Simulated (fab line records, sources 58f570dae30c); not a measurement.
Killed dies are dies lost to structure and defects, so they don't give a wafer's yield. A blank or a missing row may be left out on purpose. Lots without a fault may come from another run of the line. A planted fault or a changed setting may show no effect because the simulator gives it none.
One fault seen from 2 desks | flow berkeley_cmos170 | each desk has only its own numbers; what lay behind them comes last

THE METROLOGY DESK
What the gauges read, lot by lot, whatever tool the lot ran on: means of the sampled wafers that have a number. A lot is out of limits, marked OUT, if its mean lies more than 4 standard deviations from the usual mean; the brackets give that distance.
Columns: A = cd_nm at UCB170_PSD_CD_MEAS_06, usual 1199.8 nm
lot  | first seen here | A
L233 | day 7 14:07     | 1198.1
L232 | day 7 15:09     | 1199.6
L236 | day 7 22:55     | 1201.3
L235 | day 7 23:11     | 1199.8
L239 | day 9 02:28     | 1198.2
L240 | day 9 02:29     | 1198.4
L238 | day 9 02:46     | 1200.5
L245 | day 9 21:19     | 1200.7
L246 | day 9 21:29     | 1199.9
L244 | day 9 21:39     | 1223.6 (+18) OUT
L243 | day 9 21:59     | 1199.9
L242 | day 10 02:50    | 1217.3 (+13) OUT
L252 | day 11 04:58    | 1202.1
L254 | day 11 20:32    | 1197.7
This desk's finding: out of limits on L242, L244; first on L244, day 9 21:39 (cd_nm at UCB170_PSD_CD_MEAS_06). In limits: L233, L232, L236, L235, L239, L240, L238, L245, L246, L243, L252, L254.

THE TOOL OWNER'S DESK: litho_track-02
The tool's own readings at UCB170_PSD_PEB_04: means of the sampled wafers that have a number, for each lot that ran on this tool. A lot is out of limits, marked OUT, if its mean lies more than 4 standard deviations from the usual mean; the brackets give that distance.
Columns: A = chill_plate_temp_C at UCB170_PSD_PEB_04, usual 23.00 C; B = heater_power_total_W at UCB170_PSD_PEB_04, usual 56.80 W; C = plate_temp_C at UCB170_PSD_PEB_04, usual 130.01 C
lot  | first seen here | A     | B               | C
L233 | day 7 13:50     | 22.90 | 56.80           | 130.05
L232 | day 7 14:53     | 23.16 | 56.78           | 129.85
L245 | day 9 21:02     | 23.00 | 56.80           | 130.13
L244 | day 9 21:23     | 22.87 | 59.09 (+51) OUT | 134.02 (+27) OUT
L242 | day 10 02:34    | 22.92 | 59.09 (+51) OUT | 133.97 (+26) OUT
This desk's finding: out of limits on L242, L244; first on L244, day 9 21:23 (heater_power_total_W at UCB170_PSD_PEB_04). In limits: L233, L232, L245.

PUT TOGETHER
The tool owner's desk could have raised an alarm at day 9 21:23, on L242, L244.
The metrology desk could have raised an alarm at day 9 21:39, on L242, L244.
Of the lots named, all ran UCB170_PSD_PEB_04 on litho_track-02.

WHAT THE SIMULATOR HAD PUT IN
Process parameter drift: litho_track-02, from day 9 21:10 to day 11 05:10, at UCB170_PSD_PEB_04. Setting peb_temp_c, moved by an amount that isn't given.
Lots struck among those shown: L242, L244.
Hours from the fault's start to each desk's first reading out of limits: the tool owner's desk, 0; the metrology desk, 0.
